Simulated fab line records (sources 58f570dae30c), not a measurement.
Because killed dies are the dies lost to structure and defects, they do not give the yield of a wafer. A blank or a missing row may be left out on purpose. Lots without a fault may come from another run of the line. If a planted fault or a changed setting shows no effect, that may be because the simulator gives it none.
Commonality check across tools | flow berkeley_cmos170 | Sampled: 14 lots, 42 wafers

== WHAT PROMPTED THE OPENING ==
UCB170_SDANNEAL_RS_MEAS_02, reading PSD_RS: flagged on 2 of 14 lots. No-fault wafers: 75.5 ohm/sq, standard deviation 0.33.
Rule: a lot is flagged in two cases, either no wafer of it has a number, or all its wafers with numbers fall more than 4 standard deviations from that mean. All remaining lots are regarded as sound.

lot  | measured     | on            | PSD_RS (ohm/sq), wafer by wafer | flag
L698 | day 8 02:13  | film_metro-04 | 75.3 75.4 74.9                  |
L699 | day 8 04:23  | film_metro-02 | 75.4 75.4 75.8                  |
L701 | day 8 11:40  | film_metro-04 | 75.8 75.6 76.1                  |
L702 | day 8 19:52  | film_metro-04 | 76.0 76.0 75.7                  |
L703 | day 8 20:25  | film_metro-02 | 75.7 75.5 75.6                  |
L704 | day 9 21:12  | film_metro-01 | 75.2 75.2 75.2                  |
L705 | day 9 21:32  | film_metro-02 | 75.0 75.3 75.1                  |
L706 | day 10 00:11 | film_metro-01 | 75.3 75.1 75.2                  |
L708 | day 10 09:34 | film_metro-02 | 75.0 75.3 75.2                  |
L710 | day 11 03:25 | film_metro-04 | 75.3 75.6 75.3                  |
L712 | day 11 03:26 | film_metro-01 | 75.7 75.2 75.2                  |
L711 | day 11 03:36 | film_metro-02 | 76.1 76.1 76.0                  |
L717 | day 12 18:42 | film_metro-02 | 65.1 65.3 65.2                  | FLAGGED
L719 | day 13 04:38 | film_metro-04 | 65.6 65.7 65.5                  | FLAGGED
The mean of the flagged lots' numbers is 65.4 ohm/sq, -10.1 ohm/sq from the usual (-31 standard deviations).

== EACH LOT AND THE TOOL IT RAN ON ==
The record holds 1 process step before the reading, out of a route of 331 steps. Every cell lists first the tool, next ch and the chambers used by the sampled wafers, and last the start.
lot  | flag    | UCB170_SDANNEAL_RTA_01
L698 |         | rtp_anneal-01 ch 0, day 8 02:08
L699 |         | rtp_anneal-01 ch 0, day 8 04:19
L701 |         | rtp_anneal-01 ch 0, day 8 11:37
L702 |         | rtp_anneal-02 ch 0, day 8 19:49
L703 |         | rtp_anneal-01 ch 0, day 8 20:17
L704 |         | rtp_anneal-02 ch 0, day 9 21:07
L705 |         | rtp_anneal-02 ch 0, day 9 21:28
L706 |         | rtp_anneal-02 ch 0, day 10 00:08
L708 |         | rtp_anneal-02 ch 0, day 10 09:31
L710 |         | rtp_anneal-01 ch 0, day 11 03:22
L712 |         | rtp_anneal-02 ch 0, day 11 03:22
L711 |         | rtp_anneal-01 ch 0, day 11 03:31
L717 | FLAGGED | rtp_anneal-02 ch 0, day 12 18:38
L719 | FLAGGED | rtp_anneal-02 ch 0, day 13 04:34
What the steps here do:
- UCB170_SDANNEAL_RTA_01: time 5 s.
- UCB170_SDANNEAL_RS_MEAS_02: measures by four-point-probe.

== FLAGGED AGAINST TOTAL, ONE TOOL AT A TIME (gauges that did the reading follow at the end) ==
step                       | tool          | lots run | flagged | share of the flagged lots | sound lots run after its first flagged lot
UCB170_SDANNEAL_RTA_01     | rtp_anneal-01 | 6        | 0       | none                      | -
UCB170_SDANNEAL_RTA_01     | rtp_anneal-02 | 8        | 2       | all                       | 0
UCB170_SDANNEAL_RS_MEAS_02 | film_metro-01 | 3        | 0       | none                      | -
UCB170_SDANNEAL_RS_MEAS_02 | film_metro-02 | 6        | 1       | some                      | 0
UCB170_SDANNEAL_RS_MEAS_02 | film_metro-04 | 5        | 1       | some                      | 0

== WHAT THE TABLE PERMITS ==
Rows of the table that ran each flagged lot: 1, that is rtp_anneal-02 at UCB170_SDANNEAL_RTA_01.
- rtp_anneal-02 at UCB170_SDANNEAL_RTA_01: 2 of its 8 lots flagged. A fault beginning between L712 (day 11 03:22), its last sound lot, and L717 (day 12 18:38), its first flagged one, fits the data. Its own readings lie more than 4 standard deviations out on every wafer of the flagged lots: wafer_temp_C_max.
What remains is a single tool, rtp_anneal-02 at UCB170_SDANNEAL_RTA_01.

== WHAT THE SIMULATOR HAD INSERTED ==
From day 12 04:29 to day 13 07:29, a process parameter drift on rtp_anneal-02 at UCB170_SDANNEAL_RTA_01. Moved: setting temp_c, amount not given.
Struck lots among those shown: L717, L719. The rule above reached the same finding.
